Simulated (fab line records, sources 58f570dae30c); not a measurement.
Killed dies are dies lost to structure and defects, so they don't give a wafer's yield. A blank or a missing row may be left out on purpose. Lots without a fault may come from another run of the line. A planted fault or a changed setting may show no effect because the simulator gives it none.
A struck lot beside a sound one | flow berkeley_cmos170 | 26 steps out of a route of 331
Sound: wafers L890.1, L890.2, L890.4. Struck: wafer L903.2. (L903.1, L903.6 of the same lot were not struck and are left out.) The cause comes at the end.
At each step with rows: each side's tool, then ch and its chambers, then its first start. Under that, the readings that differ: sound wafers | struck wafers | difference of the means | sigmas: that difference in standard deviations of wafers without a fault.
alike: readings whose means differ by less than 2 such deviations, and words and numbers that are the same on both sides. not compared: withheld readings, readings that some wafer has no value for, bounds like >300 that may hide the same value, and numbers for which the record gives no deviation and whose values overlap.
The two part at a step that has a row with sigmas, a row that says differs or no value, or rows on one side only. Numbers that don't overlap but have no deviation are shown without sigmas and don't part them. A reading that every wafer of one side lacks parts them only if that side has two wafers or more.

first, 5 steps without rows for these wafers: UCB170_CONTACT_COAT_10 (resist thk 900 nm); UCB170_CONTACT_SOFTBAKE_11 (time 60 s); UCB170_CONTACT_EXPOSE_12 (exposes mask CONT, target cd 700 nm); UCB170_CONTACT_PEB_13; UCB170_CONTACT_DEVELOP_14 (develop time 45 s).
UCB170_CONTACT_CD_MEAS_15: target cd 700 nm.
  sound on cd_sem-01, day 8 04:35; struck on cd_sem-01, day 10 20:43
  alike: cd_nm
UCB170_CONTACT_OVL_MEAS_16:
  sound on overlay-01, day 8 04:42; struck on overlay-02, day 10 20:50
  alike: CONTACT_OVL
UCB170_CONTACT_ETCH_17: etches BARC in N2/H2.
  sound on rie_diel-01 ch 0,1,2, day 8 04:44; struck on rie_diel-04 ch 0, day 10 20:53
  reading                | sound             | struck | difference | sigmas
  throttle_valve_pct (%) | 13.47 13.64 13.21 | 12.98  | -0.46      | -2
  alike: chamber_pressure_mTorr, drypump_motor_current_A, oes_product_au
UCB170_CONTACT_ETCH_18: etches PSG in CHF3/CF4/Ar, stops on TiSi2, target depth 840 nm, time 195 s.
  sound on rie_diel-01 ch 0,1,2; struck on rie_diel-04 ch 0
  reading                | sound          | struck | difference | sigmas
  throttle_valve_pct (%) | 7.06 7.14 6.88 | 6.64   | -0.39      | -3
  alike: chamber_pressure_mTorr, drypump_motor_current_A, oes_product_au
  not compared: rf_hours_counter_h
UCB170_CONTACT_STRIP_19: strips in O2.
  sound on plasma_asher-02 ch 0,1, day 8 04:55; struck on plasma_asher-01 ch 0, day 10 21:02
  alike: chamber_pressure_mTorr, drypump_motor_current_A, oes_product_au
  not compared: rf_hours_counter_h
UCB170_CONTACT_CD_MEAS_90: target cd 700 nm.
  sound on cd_sem-01, day 8 05:01; struck on cd_sem-01, day 10 21:08
  alike: cd_nm
then, 1 step without rows for these wafers: UCB170_CONTACT_CLEAN_20 (cleans in SPM, time 600 s).
UCB170_M1_SPUTTER_00: material Al, target thk 600 nm, time 80 s.
  sound on pvd_sputter-03, day 8 05:26; struck on pvd_sputter-04, day 10 21:28
  reading                               | sound             | struck | difference | sigmas
  model.Al_of_M1_SPUTTER_00.thk_nm (nm) | 605.7 607.5 600.6 | 965.3  | +360.7     |
  alike: throttle_valve_pct
UCB170_M1_RS_MEAS_01: measures by four-point-probe.
  sound on film_metro-03, day 8 05:29; struck on film_metro-02, day 10 21:32
  reading           | sound                | struck | difference | sigmas
  M1_AL_RS (ohm/sq) | 0.0482 0.0480 0.0486 | 0.0300 | -0.0183    | -43
UCB170_M1_THK_MEAS_02: measures by xrf.
  sound on film_metro-03, day 8 05:37; struck on film_metro-02, day 10 21:39
  reading        | sound       | struck | difference | sigmas
  M1_AL_THK (nm) | 603 606 594 | 970    | +369       | +60
then, 6 steps without rows for these wafers: UCB170_M1_COAT_03; UCB170_M1_COAT_04 (resist thk 900 nm); UCB170_M1_SOFTBAKE_05 (time 60 s); UCB170_M1_EXPOSE_06 (exposes mask METAL1, target cd 700 nm); UCB170_M1_PEB_07; UCB170_M1_DEVELOP_08 (develop time 45 s).
UCB170_M1_CD_MEAS_09: target cd 700 nm.
  sound on cd_sem-02, day 8 06:57; struck on cd_sem-01, day 10 23:16
  alike: cd_nm
UCB170_M1_OVL_MEAS_10:
  sound on overlay-01, day 8 07:04; struck on overlay-02, day 10 23:23
  alike: M1_OVL
UCB170_M1_ETCH_11: etches BARC in N2/H2.
  sound on rie_diel-01 ch 0,1,2, day 8 07:06; struck on rie_diel-02 ch 3, day 10 23:25
  alike: chamber_pressure_mTorr, drypump_motor_current_A, oes_product_au, throttle_valve_pct
UCB170_M1_METAL_ETCH_12: etches Al in Cl2/BCl3, stops on PSG, target depth 780 nm, time 130 s.
  sound on rie_metal-03 ch 0,1, day 8 07:09; struck on rie_metal-01 ch 0, day 10 23:28
  reading                | sound             | struck | difference | sigmas
  oes_product_au (a.u.)  | 0.855 0.858 0.840 | 1.016  | +0.165     | +10
  throttle_valve_pct (%) | 24.34 24.57 24.35 | 23.94  | -0.48      | -2
  alike: chamber_pressure_mTorr, drypump_motor_current_A
  not compared: rf_hours_counter_h
UCB170_M1_STRIP_13: strips in O2.
  sound on plasma_asher-02 ch 0,1, day 8 07:17; struck on plasma_asher-01 ch 0, day 10 23:36
  alike: chamber_pressure_mTorr, drypump_motor_current_A, oes_product_au
  not compared: rf_hours_counter_h

WHERE THEY PART
First at UCB170_CONTACT_ETCH_17; last, within this record, at UCB170_M1_METAL_ETCH_12. Later steps at which nothing parts them and some readings are alike: UCB170_M1_STRIP_13.

WHY: what the simulator had put in
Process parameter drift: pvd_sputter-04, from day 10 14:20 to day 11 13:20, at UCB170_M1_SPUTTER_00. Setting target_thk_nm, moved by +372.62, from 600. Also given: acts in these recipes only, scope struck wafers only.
